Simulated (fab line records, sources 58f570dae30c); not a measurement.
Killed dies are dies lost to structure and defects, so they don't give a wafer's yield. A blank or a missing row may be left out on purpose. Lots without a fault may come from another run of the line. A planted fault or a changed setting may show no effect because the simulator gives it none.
A struck lot beside a sound one | flow berkeley_cmos170 | 14 steps out of a route of 331
Sound: wafers L875.2, L875.3, L875.4. Struck: wafers L889.2, L889.4, L889.5. The cause comes at the end.
At each step with rows: each side's tool, then ch and its chambers, then its first start. Under that, the readings that differ: sound wafers | struck wafers | difference of the means | sigmas: that difference in standard deviations of wafers without a fault.
alike: readings whose means differ by less than 2 such deviations, and words and numbers that are the same on both sides. not compared: withheld readings, readings that some wafer has no value for, bounds like >300 that may hide the same value, and numbers for which the record gives no deviation and whose values overlap.
The two part at a step that has a row with sigmas, a row that says differs or no value, or rows on one side only. Numbers that don't overlap but have no deviation are shown without sigmas and don't part them. A reading that every wafer of one side lacks parts them only if that side has two wafers or more.

UCB170_M1_CD_MEAS_90: target cd 700 nm.
  sound on cd_sem-01, day 9 00:59; struck on cd_sem-02, day 11 16:20
  alike: cd_nm
then, 1 step without rows for these wafers: UCB170_M1_ANNEAL_14 (time 1200 s).
UCB170_V1_CVD_00: deposits SiO2 from TEOS/O2, target thk 2000 nm, time 250 s.
  sound on pecvd-03 ch 1,2, day 9 02:44; struck on pecvd-02 ch 1,2, day 11 17:46
  alike: heater_power_w
UCB170_V1_THK_MEAS_01:
  sound on film_metro-03, day 9 02:54; struck on film_metro-04, day 11 17:56
  alike: V1_TEOS_THK
UCB170_V1_CMP_02: polishes SiO2.
  sound on cmp-01 ch 0,1,2, day 9 02:57; struck on cmp-02 ch 0,1, day 11 18:02
  alike: motor_current_A, platen_rpm
UCB170_V1_BOW_MEAS_03:
  sound on film_metro-01, day 9 03:16; struck on film_metro-04, day 11 18:19
  alike: V1_BOW
UCB170_V1_THK_MEAS_04:
  sound on film_metro-01, day 9 03:23; struck on film_metro-04, day 11 18:25
  alike: V1_POLISHED_THK
then, 5 steps without rows for these wafers: UCB170_V1_CLEAN_05 (cleans in DIW); UCB170_V1_HMDS_06 (prime time 60 s); UCB170_V1_COAT_07 (resist thk 900 nm); UCB170_V1_SOFTBAKE_08 (time 60 s); UCB170_V1_EXPOSE_09 (exposes mask VIA1, target cd 700 nm).
UCB170_V1_PEB_10:
  sound on litho_track-01 ch 0, day 9 04:20; struck on litho_track-01, day 11 19:35
  no value came back on the struck wafers for chill_plate_temp_C (C), exhaust_pa (Pa); on the sound wafers chill_plate_temp_C (C) reads 23.03 23.00 22.90
then, 1 step without rows for these wafers: UCB170_V1_DEVELOP_11 (develop time 45 s).

WHERE THEY PART
Only at UCB170_V1_PEB_10, within this record.

WHY: what the simulator had put in
Skipped step whole: litho_track-01, from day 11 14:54 on, at UCB170_V1_PEB_10. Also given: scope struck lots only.
